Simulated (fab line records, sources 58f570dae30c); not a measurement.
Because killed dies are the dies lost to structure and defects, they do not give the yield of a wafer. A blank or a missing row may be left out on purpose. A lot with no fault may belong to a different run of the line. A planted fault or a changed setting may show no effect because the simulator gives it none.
Split-lot trial || flow berkeley_cmos170 || route with 331 steps; 5 lots, 23 wafers read

## SPLIT DETAILS
At UCB170_PVT_IMPLANT_07, the setting energy_kev was moved away from the recipe's 30 on 6 of the 23 wafers read, by -5.2% to +5.7%. For the rest of the wafers, this setting stayed at what the recipe calls for.

## THE PATH FROM SPLIT TO READING: the file shows 1 step between them
- UCB170_PVT_STRIP_08: strips in O2

## THE READING
PVT_TW, at UCB170_PVT_TW_MEAS_09. On this fab line, fault-free wafers typically give 509 with a standard deviation of 3.

{"wafer": "L078.1", "tool, chamber at the split": "implanter-02, 0", "energy_kev as run": 30, "against the recipe": "recipe", "PVT_TW": 509, "against lot-mates on the recipe": "-"}
{"wafer": "L078.2", "tool, chamber at the split": "implanter-02, 0", "energy_kev as run": 30, "against the recipe": "recipe", "PVT_TW": 509, "against lot-mates on the recipe": "-"}
{"wafer": "L078.4", "tool, chamber at the split": "implanter-02, 0", "energy_kev as run": 30, "against the recipe": "recipe", "PVT_TW": 512, "against lot-mates on the recipe": "-"}
{"wafer": "L079.2", "tool, chamber at the split": "implanter-04, 0", "energy_kev as run": 28.43, "against the recipe": "-5.2%", "PVT_TW": 500, "against lot-mates on the recipe": -7}
{"wafer": "L079.3", "tool, chamber at the split": "implanter-04, 0", "energy_kev as run": 30, "against the recipe": "recipe", "PVT_TW": 505, "against lot-mates on the recipe": "-"}
{"wafer": "L079.4", "tool, chamber at the split": "implanter-04, 0", "energy_kev as run": 30, "against the recipe": "recipe", "PVT_TW": 508, "against lot-mates on the recipe": "-"}
{"wafer": "L079.5", "tool, chamber at the split": "implanter-04, 0", "energy_kev as run": 28.43, "against the recipe": "-5.2%", "PVT_TW": 501, "against lot-mates on the recipe": -6}
{"wafer": "L079.6", "tool, chamber at the split": "implanter-04, 0", "energy_kev as run": 30, "against the recipe": "recipe", "PVT_TW": 507, "against lot-mates on the recipe": "-"}
{"wafer": "L082.2", "tool, chamber at the split": "implanter-04, 0", "energy_kev as run": 30, "against the recipe": "recipe", "PVT_TW": 509, "against lot-mates on the recipe": "-"}
{"wafer": "L082.3", "tool, chamber at the split": "implanter-04, 0", "energy_kev as run": 31.5, "against the recipe": "+5.0%", "PVT_TW": 517, "against lot-mates on the recipe": "+9"}
{"wafer": "L082.4", "tool, chamber at the split": "implanter-04, 0", "energy_kev as run": 30, "against the recipe": "recipe", "PVT_TW": 510, "against lot-mates on the recipe": "-"}
{"wafer": "L082.5", "tool, chamber at the split": "implanter-04, 0", "energy_kev as run": 31.5, "against the recipe": "+5.0%", "PVT_TW": 516, "against lot-mates on the recipe": "+8"}
{"wafer": "L082.6", "tool, chamber at the split": "implanter-04, 0", "energy_kev as run": 30, "against the recipe": "recipe", "PVT_TW": 505, "against lot-mates on the recipe": "-"}
{"wafer": "L081.1", "tool, chamber at the split": "implanter-02, 0", "energy_kev as run": 30, "against the recipe": "recipe", "PVT_TW": 510, "against lot-mates on the recipe": "-"}
{"wafer": "L081.2", "tool, chamber at the split": "implanter-02, 0", "energy_kev as run": 30, "against the recipe": "recipe", "PVT_TW": 511, "against lot-mates on the recipe": "-"}
{"wafer": "L081.4", "tool, chamber at the split": "implanter-02, 0", "energy_kev as run": 30, "against the recipe": "recipe", "PVT_TW": 508, "against lot-mates on the recipe": "-"}
{"wafer": "L081.5", "tool, chamber at the split": "implanter-02, 0", "energy_kev as run": 30, "against the recipe": "recipe", "PVT_TW": 509, "against lot-mates on the recipe": "-"}
{"wafer": "L081.6", "tool, chamber at the split": "implanter-02, 0", "energy_kev as run": 30, "against the recipe": "recipe", "PVT_TW": 509, "against lot-mates on the recipe": "-"}
{"wafer": "L084.1", "tool, chamber at the split": "implanter-02, 0", "energy_kev as run": 30, "against the recipe": "recipe", "PVT_TW": 511, "against lot-mates on the recipe": "-"}
{"wafer": "L084.2", "tool, chamber at the split": "implanter-02, 0", "energy_kev as run": 30, "against the recipe": "recipe", "PVT_TW": 510, "against lot-mates on the recipe": "-"}
{"wafer": "L084.3", "tool, chamber at the split": "implanter-02, 0", "energy_kev as run": 31.71, "against the recipe": "+5.7%", "PVT_TW": 516, "against lot-mates on the recipe": "+6"}
{"wafer": "L084.4", "tool, chamber at the split": "implanter-02, 0", "energy_kev as run": 30, "against the recipe": "recipe", "PVT_TW": 508, "against lot-mates on the recipe": "-"}
{"wafer": "L084.6", "tool, chamber at the split": "implanter-02, 0", "energy_kev as run": 31.71, "against the recipe": "+5.7%", "PVT_TW": 517, "against lot-mates on the recipe": "+7"}

FIT RESULTS
A straight line over all 23 wafers: PVT_TW changes by +1.49 for each +1% of energy_kev; r = +0.92; the points scatter about the line by 1.7.
The same after taking each lot's own level away (the mean of its wafers on the recipe; 23 wafers): +1.33 for each +1%; r = +0.93; scatter 1.5.
Per that fit: largest energy_kev move, reading shift of 7.6.
The span of the lots' own levels, 506.7 to 510.0, comes to 1.1 times the standard deviation stated above.
So the slope is not independent of the lot-to-lot level: the two fits are not the same.
Check: with one of the wafers moved furthest among these (+5.7%) left out of the fit, the line predicts +8.11 for it against its lot-mates. It came out at +6.33 against them.

## ADDITIONAL SPLITS CARRIED BY THESE WAFERS
Before the reading, these wafers also passed through other splits. Each is held against what the fit with the lots' levels taken away leaves over:
{"other split on the same wafers": "UCB170_START_OXIDATION_02 ox_time_s", "wafers away from the commonest value": 18, "r with PVT_TW (lot level and that fit taken away)": "+0.04"}
{"other split on the same wafers": "UCB170_NWELL_COAT_07 resist_thk_nm", "wafers away from the commonest value": 7, "r with PVT_TW (lot level and that fit taken away)": "+0.22"}
{"other split on the same wafers": "UCB170_NWELL_IMPLANT_14 energy_kev", "wafers away from the commonest value": 8, "r with PVT_TW (lot level and that fit taken away)": -0.06}
{"other split on the same wafers": "UCB170_PWELL_CVD_05 sih2cl2_flow_sccm", "wafers away from the commonest value": 10, "r with PVT_TW (lot level and that fit taken away)": "+0.23"}
{"other split on the same wafers": "UCB170_ACTIVE_EXPOSE_10 dose_mj", "wafers away from the commonest value": 10, "r with PVT_TW (lot level and that fit taken away)": "+0.09"}
{"other split on the same wafers": "UCB170_PFIELD_IMPLANT_07 dose_cm2", "wafers away from the commonest value": 5, "r with PVT_TW (lot level and that fit taken away)": "+0.22"}
{"other split on the same wafers": "UCB170_SCREENOX_OXIDATION_01 ox_time_s", "wafers away from the commonest value": 15, "r with PVT_TW (lot level and that fit taken away)": "+0.03"}

## THE WHOLE CHAIN: every reading that the file lists as answering this split, in the file's order
{"step": "UCB170_PVT_IMPLANT_07", "what it does": "", "reading": "implant.rp_nm (the simulator's own value, which no gauge read)", "change (the file's fit)": "+0.318 nm for each +1% of the setting", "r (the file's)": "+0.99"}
{"step": "UCB170_PVT_IMPLANT_07", "what it does": "", "reading": "implant.drp_nm (the simulator's own value, which no gauge read)", "change (the file's fit)": "+0.127 nm for each +1% of the setting", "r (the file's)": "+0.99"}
{"step": "UCB170_PVT_TW_MEAS_09", "what it does": "", "reading": "PVT_TW", "change (the file's fit)": "+1.37 for each +1% of the setting", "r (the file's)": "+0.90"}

## THE FILE'S OWN FIT
PVT_TW changes by +1.37 for each +1% of energy_kev, r = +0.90.
